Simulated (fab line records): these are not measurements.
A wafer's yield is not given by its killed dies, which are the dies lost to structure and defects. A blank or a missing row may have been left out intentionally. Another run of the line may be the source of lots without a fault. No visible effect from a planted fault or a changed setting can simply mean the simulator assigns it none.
A struck lot beside a sound one :: flow rit_cmos :: 17 out of 202 route steps
Sound: wafers L303.1, L303.3, L303.5. Struck: wafers L313.1, L313.2, L313.6. Last of all comes the cause.
For every step that has rows: the tool of each side, followed by ch and its chambers, followed by its first start. Under that, the readings that differ: sound wafers :: struck wafers :: difference of the means :: sigmas: that difference in standard deviations of wafers without a fault.
alike: a reading whose means differ by less than 2 such deviations, as well as words and numbers matching on both sides. not compared: withheld readings; readings where some wafer has no value; bounds like >300 that might hide an equal value; numbers whose values overlap and for which the record gives no deviation.
Wherever a step has rows on one side only, a row that says differs or no value, or a row with sigmas, the two part there. Numbers that don't overlap but have no deviation are shown without sigmas and don't part them. A reading missing from all wafers of one side parts the sides only when that side holds two or more wafers.

RIT_FOX2_THK_MEAS_01:
  struck on film_metro-01, day 3 20:50; sound on film_metro-01, day 1 20:08
  alike: FOX2_OXIDE_THK
then, 2 steps without rows for these wafers: RIT_FOX2_CLEAN_02 (cleans in dHF, time 180 s); RIT_FOX2_WET_ETCH_03 (etches Si3N4 in H3PO4, target depth 195 nm, time 2700 s).
RIT_FOX2_THK_MEAS_90:
  struck on film_metro-01, day 3 21:43; sound on film_metro-01, day 1 21:01
  alike: FIELD_OXIDE_LEFT_1_THK
then, 6 steps without rows for these wafers: RIT_NWELL_HMDS_00 (prime time 60 s); RIT_NWELL_COAT_01 (resist thk 1300 nm); RIT_NWELL_SOFTBAKE_02 (time 60 s); RIT_NWELL_EXPOSE_03 (exposes mask M2, target cd 43900 nm); RIT_NWELL_PEB_04; RIT_NWELL_DEVELOP_05 (develop time 68 s).
RIT_NWELL_OVL_MEAS_06:
  struck on overlay-02, day 3 22:59; sound on overlay-02, day 1 22:23
  alike: NWELL_OVL
then, 1 step without rows for these wafers: RIT_NWELL_HARDBAKE_07 (time 120 s).
RIT_NWELL_IMPLANT_08:
  sound on implanter-01 ch 0, day 1 22:40; struck on implanter-03 ch 0, day 3 23:17
reading: beam_energy_keV
sound: 169.92 169.95 169.99
struck: 152.96 152.97 152.92
difference: -17.00
sigmas: -99 or more

reading: model.implant.rp_nm (nm)
sound: 218.5 218.5 218.5
struck: 198.2 198.2 198.2
difference: -20.3
sigmas: 

reading: model.implant.drp_nm (nm)
sound: 68.82 68.82 68.82
struck: 63.67 63.67 63.67
difference: -5.15
sigmas: 
  alike: faraday_current_uA
RIT_NWELL_STRIP_09: strips in O2, time 180 s.
  sound on plasma_asher-02 ch 1, day 1 22:49; struck on plasma_asher-01 ch 0,1, day 3 23:26
  alike: drypump_motor_current_A
  not compared: rf_hours_counter_h
RIT_NWELL_TW_MEAS_10:
  struck on film_metro-02, day 3 23:37; sound on film_metro-01, day 1 22:59
  alike: NWELL_TW
  not compared: hold
then, 1 step without rows for these wafers: RIT_PWELL_HMDS_00 (prime time 60 s).
RIT_M1_PROBE_99:
  struck on prober-01, day 5 16:52; sound on prober-01, day 3 10:41
reading: model.etest.field_p_metal.vt_v (V)
sound: -29.91 -29.51 -29.73
struck: -27.3 -26.93 -27.3
difference: +2.5
sigmas: 

reading: model.etest.field_p.vt_v (V)
sound: -12.93 -12.89 -12.89
struck: -12.23 -12.03 -11.84
difference: +0.87
sigmas: 
  alike: killed_at_contacts, killed_at_front_end, killed_dies, killed_open, killed_short
  not compared: model.etest.iso_nwell_nwell.bv_v, model.etest.pmos_narrow.vt_less_v

== WHERE THEY PART ==
Only at RIT_NWELL_IMPLANT_08, within this record. Later steps at which nothing parts them and some readings are alike: RIT_NWELL_STRIP_09, RIT_NWELL_TW_MEAS_10, RIT_M1_PROBE_99.

WHY: what had been put in by the simulator
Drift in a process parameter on implanter-03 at RIT_NWELL_IMPLANT_08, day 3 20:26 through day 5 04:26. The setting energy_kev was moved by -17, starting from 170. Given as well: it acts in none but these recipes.
